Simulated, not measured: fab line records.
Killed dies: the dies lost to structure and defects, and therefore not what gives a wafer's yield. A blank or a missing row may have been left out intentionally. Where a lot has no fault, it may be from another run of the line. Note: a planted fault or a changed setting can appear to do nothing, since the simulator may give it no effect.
Which tool was responsible?    flow berkeley_cmos170    45 wafers from 15 lots sampled at 2 of the route's 331 steps

## WHAT EACH GAUGE READ, for each wafer
UCB170_V1_THK_MEAS_01.
lot   measured      on             V1_TEOS_THK (nm)
L128  day 7 16:36   film_metro-03  1976 2004 2016
L130  day 7 16:46   film_metro-04  1999 2046 2067
L132  day 8 05:31   film_metro-02  1996 2007 2002
L133  day 8 18:41   film_metro-02  1774 1958 2022
L135  day 9 09:43   film_metro-02  2025 1813 1993
L134  day 9 12:34   film_metro-03  1972 1969 2004
L137  day 9 12:35   film_metro-02  2000 1778 2002
L141  day 10 01:53  film_metro-02  1961 2026 2009
L143  day 10 15:14  film_metro-03  1975 1949 2006
L145  day 11 02:22  film_metro-03  2001 1987 2038
L146  day 11 02:22  film_metro-02  1995 1991 1999
L147  day 11 05:50  film_metro-04  1992 2028 2018
L148  day 11 05:50  film_metro-02  1944 1941 1983
L149  day 12 03:40  film_metro-04  1968 1996 1992
L150  day 12 15:49  film_metro-04  1984 2007 1978

## WHAT TOOL EACH LOT RAN ON (gives the tool, then ch and the chambers of the sampled wafers, and finally the start)
lot   UCB170_V1_CVD_00
L128  pecvd-04 ch 0,1, day 7 16:26
L130  pecvd-04 ch 0,1, day 7 16:36
L132  pecvd-03 ch 0,1, day 8 05:21
L133  pecvd-03 ch 0,1,2, day 8 18:32
L135  pecvd-03 ch 0,1,2, day 9 09:37
L134  pecvd-02 ch 0,1,2, day 9 12:24
L137  pecvd-03 ch 0,1, day 9 12:24
L141  pecvd-04 ch 0,1, day 10 01:42
L143  pecvd-02 ch 0,1,2, day 10 15:04
L145  pecvd-04 ch 0,2, day 11 02:12
L146  pecvd-02 ch 1,2, day 11 02:12
L147  pecvd-04 ch 1,2, day 11 05:40
L148  pecvd-02 ch 1,2, day 11 05:40
L149  pecvd-02 ch 0,1,2, day 12 03:31
L150  pecvd-03 ch 0,1, day 12 15:38
- UCB170_V1_CVD_00: deposits SiO2 from TEOS/O2, target thk 2000 nm, time 250 s.

## AS READ BY THE TOOLS THEMSELVES (means over the sampled wafers that have a number; for cases with no such wafer, the mark the record gives instead)
UCB170_V1_CVD_00.
lot   tool      heater_power_w (W)
L128  pecvd-04  258
L130  pecvd-04  282
L132  pecvd-03  214
L133  pecvd-03  236
L135  pecvd-03  238
L134  pecvd-02  227
L137  pecvd-03  241
L141  pecvd-04  246
L143  pecvd-02  220
L145  pecvd-04  289
L146  pecvd-02  279
L147  pecvd-04  277
L148  pecvd-02  281
L149  pecvd-02  228
L150  pecvd-03  247

## THE ANSWER, worked out from the rows above alone
Rule: usual is defined by the lots themselves. Put in order of their means at a reading, lots are off if they are a third of the lots or fewer, leave a main group of 4 or more, and stand apart from it by a gap of 3 or more times the standard deviation of the main group's means; of several such gaps the widest counts. If all means in a main group match to the digits the tables above print for the reading, that group is not used. Also off: a lot with no number at a reading for which 4 or more lots have one. Any other lot the step has rows for is counted as sound. First the gauges in route order, then the tools' own readings, where a lot's mean is used as printed above. At the first step where some lot is off, the reading lying furthest off is the one used; lots without a number count as furthest.
None of the lots is off at any reading shown; this tells nothing.

## WHAT THE SIMULATOR HAD INSERTED
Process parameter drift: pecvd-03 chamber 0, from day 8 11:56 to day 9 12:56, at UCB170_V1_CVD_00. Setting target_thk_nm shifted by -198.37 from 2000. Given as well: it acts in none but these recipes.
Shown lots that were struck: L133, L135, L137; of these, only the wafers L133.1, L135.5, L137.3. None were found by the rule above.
